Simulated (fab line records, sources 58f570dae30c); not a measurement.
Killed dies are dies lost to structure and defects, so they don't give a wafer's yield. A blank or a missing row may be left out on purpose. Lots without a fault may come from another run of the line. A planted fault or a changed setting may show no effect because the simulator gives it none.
Tool commonality check | flow berkeley_cmos170 | 13 lots, 42 wafers sampled

WHY IT WAS OPENED
At UCB170_GATE_CD_MEAS_12 the reading cd_nm is flagged on 1 of 13 lots. Wafers without a fault read 349.9 nm, standard deviation 1.1.
Rule: a lot is flagged when every wafer of it that has a number lies more than 4 standard deviations from that mean, or none has a number. The other lots count as sound.

lot  | measured     | on        | cd_nm (nm), wafer by wafer          | flag
L383 | day 7 12:15  | cd_sem-01 | 350.4 350.0 350.8                   |
L382 | day 7 12:23  | cd_sem-01 | 349.1 349.6 350.2                   |
L386 | day 7 21:44  | cd_sem-01 | 350.6 351.3 351.0                   |
L384 | day 7 21:52  | cd_sem-01 | 279.5 278.4 279.2 279.2 277.8 279.1 | FLAGGED
L394 | day 9 13:41  | cd_sem-01 | 350.5 350.6 350.8                   |
L396 | day 10 13:25 | cd_sem-01 | 349.4 349.1 347.0                   |
L398 | day 10 13:29 | cd_sem-02 | 348.4 350.1 349.4                   |
L401 | day 11 03:47 | cd_sem-01 | 346.7 345.7 346.7                   |
L399 | day 11 03:58 | cd_sem-02 | 350.9 349.4 350.1                   |
L400 | day 11 04:01 | cd_sem-01 | 349.4 349.9 349.6                   |
L402 | day 11 19:15 | cd_sem-01 | 350.3 350.4 350.5                   |
L403 | day 11 19:22 | cd_sem-02 | 350.0 349.5 350.7                   |
L404 | day 11 19:31 | cd_sem-01 | 348.1 348.5 349.8                   |
The numbers of the flagged lots are 278.9 nm on average: -71.0 nm against the usual, or -65 standard deviations.

WHICH TOOL RAN EACH LOT
The record holds 1 process step before the reading, out of a route of 331 steps. In each cell: the tool, then ch and the chambers that the sampled wafers went through, then the start.
lot  | flag    | UCB170_GATE_EXPOSE_09
L383 |         | krf_scanner-01 ch 0, day 7 11:40
L382 |         | krf_scanner-01 ch 0, day 7 11:49
L386 |         | krf_scanner-02 ch 0, day 7 21:01
L384 | FLAGGED | krf_scanner-02 ch 0, day 7 21:10
L394 |         | krf_scanner-01 ch 0, day 9 13:17
L396 |         | krf_scanner-01 ch 0, day 10 12:17
L398 |         | krf_scanner-02 ch 0, day 10 12:34
L401 |         | krf_scanner-01 ch 0, day 11 03:21
L399 |         | krf_scanner-01 ch 0, day 11 03:28
L400 |         | krf_scanner-01 ch 0, day 11 03:35
L402 |         | krf_scanner-02 ch 0, day 11 18:52
L403 |         | krf_scanner-02 ch 0, day 11 18:59
L404 |         | krf_scanner-02 ch 0, day 11 19:08
What these steps do:
- UCB170_GATE_EXPOSE_09: exposes mask POLY, target cd 350 nm.
- UCB170_GATE_CD_MEAS_12: target cd 350 nm.

FLAGGED OVER TOTAL, TOOL BY TOOL (the gauges that took the reading come last)
step                   | tool           | lots run | flagged | share of the flagged lots | sound lots run after its first flagged lot
UCB170_GATE_EXPOSE_09  | krf_scanner-01 | 7        | 0       | none                      | -
UCB170_GATE_EXPOSE_09  | krf_scanner-02 | 6        | 1       | all                       | 4 (L398,L402,L403,L404)
UCB170_GATE_CD_MEAS_12 | cd_sem-01      | 10       | 1       | all                       | 6 (L394,L396,L401,L400,L402,L404)
UCB170_GATE_CD_MEAS_12 | cd_sem-02      | 3        | 0       | none                      | -

WHAT THE TABLE ALLOWS
2 rows of the table ran every flagged lot: krf_scanner-02 at UCB170_GATE_EXPOSE_09, cd_sem-01 at UCB170_GATE_CD_MEAS_12.
- krf_scanner-02 at UCB170_GATE_EXPOSE_09: 1 of its 6 lots flagged. Sound lots ran on it after the first flagged one (L398, L402, L403, L404), which a lasting fault on the whole tool wouldn't allow.
- cd_sem-01 at UCB170_GATE_CD_MEAS_12: 1 of its 10 lots flagged. Sound lots ran on it after the first flagged one (L394, L396, L401, L400, L402, L404), which a lasting fault on the whole tool wouldn't allow.
No row of the table ran every flagged lot and no sound lot after the first.

WHAT THE SIMULATOR HAD PUT IN
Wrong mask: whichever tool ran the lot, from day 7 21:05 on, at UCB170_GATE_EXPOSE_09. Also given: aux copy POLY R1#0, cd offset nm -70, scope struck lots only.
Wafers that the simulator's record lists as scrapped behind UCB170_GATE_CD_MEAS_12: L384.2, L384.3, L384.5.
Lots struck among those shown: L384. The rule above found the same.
